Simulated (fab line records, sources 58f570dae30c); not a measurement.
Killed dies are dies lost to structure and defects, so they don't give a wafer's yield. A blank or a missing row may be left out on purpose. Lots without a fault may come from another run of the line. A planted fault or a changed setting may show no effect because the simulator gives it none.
fab line records | flow berkeley_cmos170
record lots=6 wafers=18 last_day=12
route steps=331 shown M3@314
lots that met no fault: from a run of the same line without faults
start_h: hours from the record's first day to the start of the lot's first wafer shown | wait_h: hours since the lot's step before | " the same as in the row above | L1.1+2: a row that stands for several wafers | - no value, or no start given | * or withheld: withheld | < > ~ a bound
route shown NAME@n: a module of which the file shows steps, and the number in the route of the first | usual: mean/standard deviation of fault-free wafers | same: alike in all rows | chamber/n: place in a boat | sites: the reading at each site | _std_site: their standard deviation | _edge_site: outer sites' mean less inner sites' | radius_mm: how far each site lies from the wafer's centre | mask NAME#n: copy n | behind: the tool/chamber that last shaped the wafer | hold: why the lot was held/for how many hours/how that ended | device: the transistor (n, p or np) that didn't switch | end of line: the same wafers' tests at the end of the route | a step without rows: its recipe alone | killed: dies lost to structure and defects at the first sort, not the wafer's yield | map: a wafer's dies, x killed, . not, _ none there
set.NAME: the setting as run; set.NAME@STEP: as run at that earlier step | model.NAME: the simulator's own value behind a step, which no gauge read
lots at some steps of the route; a table a step, a row a wafer
services: from which hour (start_h, from the record's first day; less than 0 if before it) a tool's chamber was out of use, for how many hours, and why
## steps
# step UCB170_M3_COAT_05
# recipe resist=KrF spin_rpm=1500 resist_thk_nm=900
# step UCB170_M3_SOFTBAKE_06
# recipe resist=KrF temp_c=130 time_s=60
# step UCB170_M3_STRIP_07
# recipe chemistry=O2 power_w=400 pressure_mtorr=3500 platen_temp_c=withheld o2_flow_sccm=400 overash_fraction=0.5
# usual drypump_motor_current_A=6.0/0.41 oes_product_au=0.735/0.0044 strip_time_to_endpoint_s=21.95/0.064
# columns lot.wafer tool chamber start_h wait_h drypump_motor_current_A oes_product_au rf_hours_counter_h strip_time_to_endpoint_s
L116.1 plasma_asher-04 1 203.90 0.1 6.2 0.737 10 21.98
L116.3 " 1 " " 6.2 0.726 - 21.98
L116.4 " 0 " " 5.7 0.727 - 21.91
L115.3 plasma_asher-01 0 204.03 0.1 6.3 0.733 - 21.91
L115.4 " 1 " " 6.0 0.744 - 21.89
L115.5 " 0 " " 6.3 0.731 - 21.94
L122.1 plasma_asher-01 1 214.94 0.1 6.0 0.731 53 21.93
L122.2 " 0 " " 6.3 0.727 53 22.03
L122.3 " 1 " " 5.9 0.734 - 21.95
L127.1 plasma_asher-01 0 245.91 0.1 6.3 0.737 56 21.91
L127.4 " 0 " " 6.3 0.741 - 21.91
L127.6 " 1 " " 6.0 0.734 - 21.89
L132.3 plasma_asher-03 0 272.14 0.1 5.4 0.736 - 21.96
L132.4 " 1 " " 6.6 0.725 - 21.98
L132.6 " 0 " " 5.4 0.737 - 21.94
L133.3 plasma_asher-04 1 286.35 0.1 6.2 0.732 - 21.95
L133.5 " 0 " " 5.7 0.734 - 21.84
L133.6 " 1 " " 6.3 0.742 - 21.97
# step UCB170_M3_STRIP_08
# recipe chemistry=DMSO temp_c=80 time_s=600 material=KrF
# step UCB170_M3_COAT_09
# recipe resist=BARC temp_c=withheld time_s=withheld spin_rpm=3000 resist_thk_nm=withheld
# step UCB170_M3_COAT_10
# recipe resist=KrF spin_rpm=1500 resist_thk_nm=900
# step UCB170_M3_SOFTBAKE_11
# recipe resist=KrF temp_c=130 time_s=60
# step UCB170_M3_EXPOSE_12
# recipe mask_id=METAL3 target_cd_nm=700 na=0.5 sigma_outer=0.6 source_shape=conventional dose_mj=26
# step UCB170_M3_PEB_13
# recipe peb_temp_c=130 peb_time_s=withheld resist=KrF
# step UCB170_M3_DEVELOP_14
# recipe developer=TMAH develop_time_s=45 resist=KrF dev_temp_c=21
# step UCB170_M3_CD_MEAS_15
# recipe target_cd_nm=700
# usual cd_nm=700.5/1.7
# columns lot.wafer tool chamber start_h wait_h cd_nm
L116.1 cd_sem-01 - 206.53 - 699.0
L116.3 " - " " 698.4
L116.4 " - " " 699.8
L115.3 cd_sem-01 - 206.83 - 701.0
L115.4 " - " " 702.0
L115.5 " - " " 701.9
L122.1 cd_sem-02 - 216.19 - 700.3
L122.2 " - " " 697.7
L122.3 " - " " 699.4
L127.1 cd_sem-02 - 247.44 - 699.8
L127.4 " - " " 700.4
L127.6 " - " " 698.7
L132.3 cd_sem-02 - 273.27 - 699.3
L132.4 " - " " 697.7
L132.6 " - " " 698.3
L133.3 cd_sem-01 - 287.87 - 701.8
L133.5 " - " " 700.3
L133.6 " - " " 701.8
# step UCB170_M3_OVL_MEAS_16
# usual M3_OVL=0/6.1
# columns lot.wafer tool chamber start_h wait_h M3_OVL[nm]
L116.1 overlay-01 - 206.65 0.1 -7
L116.3 " - " " -1
L116.4 " - " " -12
L115.3 overlay-02 - 206.93 0.1 0
L115.4 " - " " 3
L115.5 " - " " -2
L122.1 overlay-01 - 216.31 0.1 -1
L122.2 " - " " 1
L122.3 " - " " -7
L127.1 overlay-02 - 247.56 0.1 2
L127.4 " - " " 9
L127.6 " - " " -3
L132.3 overlay-01 - 273.36 0.1 7
L132.4 " - " " 4
L132.6 " - " " 10
L133.3 overlay-01 - 287.97 0.1 -4
L133.5 " - " " 6
L133.6 " - " " -3
# step UCB170_M3_ETCH_17
# recipe chemistry=N2/H2 target_depth_a=withheld overetch_a=withheld target=BARC time_s=withheld source_w=500 bias_w=100 pressure_mtorr=30 n2_flow_sccm=100 h2_flow_sccm=200
# usual bias_w=100.0/0.31 chamber_pressure_mTorr=30.001/0.025 drypump_motor_current_A=5.9/0.58 oes_product_au=0.998/0.016 throttle_valve_pct=13.27/0.1
# columns lot.wafer tool chamber start_h wait_h bias_w chamber_pressure_mTorr drypump_motor_current_A oes_product_au throttle_valve_pct
L116.1 rie_diel-01 0 206.69 0.0 - - - - -
L116.3 " 3 " " - - - - -
L116.4 " 1 " " - - - - -
L115.3 rie_diel-04 2 206.95 0.0 - - - - -
L115.4 " 1 " " - - - - -
L115.5 " 1 " " - - - - -
L122.1 rie_diel-02 1 216.34 0.0 100.5 30.009 6.4 0.986 13.40
L122.2 " 3 " " 99.2 30.003 4.9 0.999 13.01
L122.3 " 0 " " 99.7 29.946 5.4 1.012 13.38
L127.1 rie_diel-01 2 247.60 0.0 100.0 29.991 6.5 0.995 13.23
L127.4 " 0 " " 100.3 29.993 5.2 0.991 13.21
L127.6 " 2 " " 100.0 30.002 6.5 0.987 13.20
L132.3 rie_diel-04 0 273.38 0.0 100.0 29.986 5.9 0.992 13.24
L132.4 " 3 " " 100.1 30.013 6.6 0.974 13.28
L132.6 " 1 " " 100.6 30.036 6.7 0.983 13.21
L133.3 rie_diel-04 0 287.99 0.0 99.8 29.990 5.9 0.982 13.23
L133.5 " 0 " " 99.7 30.015 5.9 0.991 13.24
L133.6 " 1 " " 99.7 30.010 6.7 1.002 13.21
# step UCB170_M3_METAL_ETCH_18
# recipe chemistry=Cl2/BCl3 target=Al stop_on=SiO2 pressure_mtorr=12 target_depth_a=11700 over_etch_frac=0.3 time_s=195 icp_w=600 bias_w=120 Cl2_flow_sccm=90 bcl3_flow_sccm=45
# usual bcl3_flow_sccm=44.97/0.13 bias_w=120.0/0.37 drypump_motor_current_A=5.3/0.35 he_backside_leak_sccm=3.24/0.2 oes_product_au=0.855/0.016 throttle_valve_pct=24.67/0.12
# same over_etch_frac=0.3
# columns lot.wafer tool chamber start_h wait_h bcl3_flow_sccm bias_w drypump_motor_current_A he_backside_leak_sccm oes_product_au rf_hours_counter_h throttle_valve_pct
L116.1 rie_metal-03 1 206.73 - 45.17 119.8 4.9 3.59 0.386 2 25.06
L116.3 " 0 " " 44.76 120.3 5.5 3.13 0.368 - 24.85
L116.4 " 1 " " 45.02 119.9 4.9 3.73 0.379 - 25.06
L115.3 rie_metal-02 1 207.05 - 44.87 120.5 5.2 3.18 0.374 - 24.94
L115.4 " 0 " " 45.07 119.5 5.7 3.16 0.371 - 24.86
L115.5 " 1 " " 44.89 120.4 5.2 3.06 0.370 - 24.94
L122.1 rie_metal-04 0 216.38 - 44.95 120.6 5.0 3.30 0.868 12 24.67
L122.2 " 1 " " 44.93 120.6 6.0 3.19 0.844 1 24.38
L122.3 " 1 " " 45.04 120.0 6.0 3.16 0.847 - 24.40
L127.1 rie_metal-02 1 247.64 - 45.24 119.5 5.2 3.17 0.858 6 24.72
L127.4 " 0 " " 44.88 119.9 5.7 2.97 0.849 - 24.60
L127.6 " 0 " " 44.93 119.9 5.7 2.97 0.847 - 24.61
L132.3 rie_metal-03 1 273.49 - 44.92 119.2 4.9 3.60 0.862 - 24.83
L132.4 " 0 " " 44.98 120.2 5.5 3.06 0.827 - 24.64
L132.6 " 0 " " 44.85 119.7 5.5 3.17 0.827 - 24.62
L133.3 rie_metal-04 0 288.16 - 44.86 120.0 5.0 3.31 0.874 - 24.67
L133.5 " 0 " " 44.98 119.6 5.0 3.09 0.869 - 24.69
L133.6 " 0 " " 44.86 120.0 5.0 3.22 0.884 - 24.66
# step UCB170_M3_STRIP_19
# recipe chemistry=O2 power_w=400 pressure_mtorr=3500 platen_temp_c=withheld o2_flow_sccm=400 overash_fraction=0.5
# usual drypump_motor_current_A=6.0/0.34 oes_product_au=0.540/0.013
# columns lot.wafer tool chamber start_h wait_h drypump_motor_current_A oes_product_au rf_hours_counter_h
L116.1 plasma_asher-03 1 206.92 0.1 6.5 0.557 46
L116.3 " 1 " " 6.5 0.526 -
L116.4 " 0 " " 5.4 0.555 -
L115.3 plasma_asher-04 0 207.21 0.1 5.7 0.529 -
L115.4 " 1 " " 6.2 0.550 -
L115.5 " 0 " " 5.7 0.529 -
L122.1 plasma_asher-01 0 216.57 0.1 6.3 0.542 53
L122.2 " 1 " " 6.0 0.550 53
L122.3 " 1 " " 6.0 0.555 -
L127.1 plasma_asher-01 1 247.89 0.2 6.0 0.523 56
L127.4 " 0 " " 6.3 0.547 -
L127.6 " 0 " " 6.3 0.540 -
L132.3 plasma_asher-03 1 273.65 0.1 6.6 0.557 -
L132.4 " 0 " " 5.3 0.533 -
L132.6 " 0 " " 5.4 0.528 -
L133.3 plasma_asher-03 1 288.44 0.2 6.5 0.523 -
L133.5 " 0 " " 5.4 0.529 -
L133.6 " 1 " " 6.5 0.523 -
# step UCB170_M3_CD_MEAS_90
# recipe target_cd_nm=700
# usual cd_nm=701/3.5
# columns lot.wafer tool chamber start_h wait_h cd_nm
L116.1 cd_sem-01 - 207.02 0.1 -
L116.3 " - " " -
L116.4 " - " " -
L115.3 cd_sem-01 - 207.32 0.1 -
L115.4 " - " " -
L115.5 " - " " -
L122.1 cd_sem-01 - 216.67 0.1 704
L122.2 " - " " 697
L122.3 " - " " 696
L127.1 cd_sem-01 - 247.99 0.1 697
L127.4 " - " " 701
L127.6 " - " " 699
L132.3 cd_sem-01 - 273.75 0.1 702
L132.4 " - " " 700
L132.6 " - " " 703
L133.3 cd_sem-01 - 288.55 0.1 702
L133.5 " - " " 703
L133.6 " - " " 704
# step UCB170_M3_BOW_MEAS_20
# recipe mode=bow
# usual M3_BOW=35/6.8
# columns lot.wafer tool chamber start_h wait_h M3_BOW[um]
L116.1 film_metro-03 - 207.14 0.1 34
L116.3 " - " " 22
L116.4 " - " " 16
L115.3 film_metro-02 - 207.44 0.1 33
L115.4 " - " " 32
L115.5 " - " " 39
L122.1 film_metro-02 - 216.79 0.1 53
L122.2 " - " " 42
L122.3 " - " " 45
L127.1 film_metro-04 - 248.11 0.1 33
L127.4 " - " " 41
L127.6 " - " " 37
L132.3 film_metro-03 - 273.87 0.1 39
L132.4 " - " " 39
L132.6 " - " " 35
L133.3 film_metro-02 - 288.67 0.1 31
L133.5 " - " " 35
L133.6 " - " " 44
## services
# columns tool chamber start_h hours kind
rie_diel-02 0 194.72 9.8 repair
rie_diel-02 0 208.05 4.4 repair
rie_metal-02 0 209.59 16.2 repair
rie_diel-01 2 225.02 1.4 repair
rie_diel-02 0 226.92 6.6 repair
rie_diel-04 1 231.33 8.4 repair
rie_diel-04 1 239.77 - clean
rie_diel-04 1 239.77 21.5 scheduled_down
rie_diel-04 1 239.77 21.5 vent_cycle
rie_diel-02 3 259.06 5.8 repair
rie_diel-01 2 264.01 24.6 repair
rie_diel-04 - 275.49 2.8 pm
rie_diel-01 1 276.26 2.2 repair
rie_diel-01 0 284.43 1.5 repair
## key
first_sign step=UCB170_M3_ETCH_17 reading=tool_record direction=missing
effect step=UCB170_M3_METAL_ETCH_18 reading=oes_product_au direction=down sigmas=30 usual=0.855 struck=0.375
effect step=UCB170_M3_CD_MEAS_90 reading=cd_nm direction=missing
model_effect step=UCB170_M3_PROBE_99 value=etest.antenna_m3.over_limit without=0 struck=1
met_at UCB170_M3_ETCH_17
struck_wafers L115.3,L115.4,L115.5,L116.1,L116.3,L116.4
later_rows_left_out L115.3,L115.4,L115.5,L116.1,L116.3,L116.4
sort_left_out L115.3,L115.4,L115.5,L116.1,L116.3,L116.4
fault kind=skipped_step_whole tool=rie_diel-01,rie_diel-04 chamber=- onset_h=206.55 steps=UCB170_M3_ETCH_17 scope=struck_lots_only
# sort_left_out: the simulated sort isn't trusted on such a fault, so these wafers' sort isn't shown, and their yield isn't known
# later_rows_left_out: the simulator's readings of these wafers behind a module that went badly wrong aren't trusted and aren't shown, but for the sort
